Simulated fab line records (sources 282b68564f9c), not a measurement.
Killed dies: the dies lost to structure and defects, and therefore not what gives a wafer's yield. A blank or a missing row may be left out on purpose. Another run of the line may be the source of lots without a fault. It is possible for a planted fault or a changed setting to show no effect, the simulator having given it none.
Code-filled problem report in 8D (eight disciplines) form | flow rit_cmos | the parts of the form that need people (team, actions taken, sign-off) are left out

1. THE ISSUE
GATE_POLY_THK at RIT_GATE_THK_MEAS_09 reads a mean of 306.4 nm on 6 wafers of 2 lots; wafers without a fault read 249.1 nm with a standard deviation of 2.2. Relative to the usual mean, that is a shift of +26 standard deviations.
Earliest sighting: wafer L174.3 on film_metro-04 at day 5 00:20. Wafers with a number at this step in the record: 33, from 11 lots. The rule behind "out" and "out of limits": a value lying over 4 standard deviations away from the usual mean. Any other wafer with a number is counted as sound.

2. WHAT THIS IS AND IS NOT
question                    | is                     | is not
which readings at this step | GATE_POLY_THK          | -
which lots                  | L174, L175             | L164, L165, L166, L167, L168, L169, L177, L180, L183
which wafers of those lots  | all that have a number | -
read on which gauges        | film_metro-04          | film_metro-02, film_metro-03
when                        | from day 5 00:20       | up to then (18 sound wafers); but 9 sound wafers of L177, L180, L183 came after

3. WHAT RULES OUT EACH SUSPECT
Counting: a tool stays on the suspect list if, at a process step up to the reading, it processed all lots that are out and no sound lot following the first of them.
- the gauge at RIT_GATE_THK_MEAS_09 has been ruled out. All the wafers that are out were read on film_metro-04, but those of them that RIT_GATE_CVD_08 has rows for are out there too, on other tools.
- lpcvd-01 at RIT_GATE_CVD_08 (deposits poly-Si from SiH4, target thk 250 nm, time 2220 s): kept. Every lot that is out went through it, starting with L174 (day 4 22:42), and after that it ran no sound lot; the last sound lot it ran before then is L168 (day 3 18:00). Out on those wafers are its own readings of pressure_mtorr.
Remaining after the count: lpcvd-01 at RIT_GATE_CVD_08.

4. THE CAUSE (what the simulator had put in)
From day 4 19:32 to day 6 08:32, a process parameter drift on lpcvd-01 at RIT_GATE_CVD_08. From 300, the setting pressure_mtorr moved by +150. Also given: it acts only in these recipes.
Counting left only this tool.

5. THE CHAIN OF EFFECTS, in route order
Rows list readings where the struck wafers' mean (over those with a number) sits beyond 3 standard deviations from the usual. Readings are gone through only where the record gives a usual standard deviation; hours: the median, over the lots, of the time from a lot's start at the first step in this table giving one to that lot's start at this step; sigmas: the change measured in usual standard deviations.
hours | step                 | reading        | usual       | on struck wafers | change | sigmas
0     | RIT_GATE_CVD_08      | pressure_mtorr | 300.2 mTorr | 450.6            | +150.4 | +99 or more
2     | RIT_GATE_THK_MEAS_09 | GATE_POLY_THK  | 249.1 nm    | 306.4            | +57.3  | +26
3     | RIT_GATE_ETCH_19     | oes_product_au | 0.847 a.u.  | 0.985            | +0.138 | +11
Process steps it contains:
- RIT_GATE_CVD_08: deposits poly-Si from SiH4, target thk 250 nm, time 2220 s.
- RIT_GATE_ETCH_19: etches poly-Si in SF6/CHF3/O2, stops on SiO2, time 165 s, target depth 312.5 nm.

6. HOW IT WOULD HAVE BEEN CAUGHT EARLIER
5 hours passed between the start of the fault at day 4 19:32 and the first reading out of limits at a measuring or inspecting step in this record, taken at day 5 00:20.
At RIT_GATE_CVD_08, the tool's own readings (pressure_mtorr) were out on each struck wafer the step has a row for, so an alarm limit on them would have fired on the first such wafer.
Of the lots that are out (2), L175 began RIT_GATE_CVD_08 on lpcvd-01 after day 5 00:20. Putting the tool on hold at that point would have spared it.
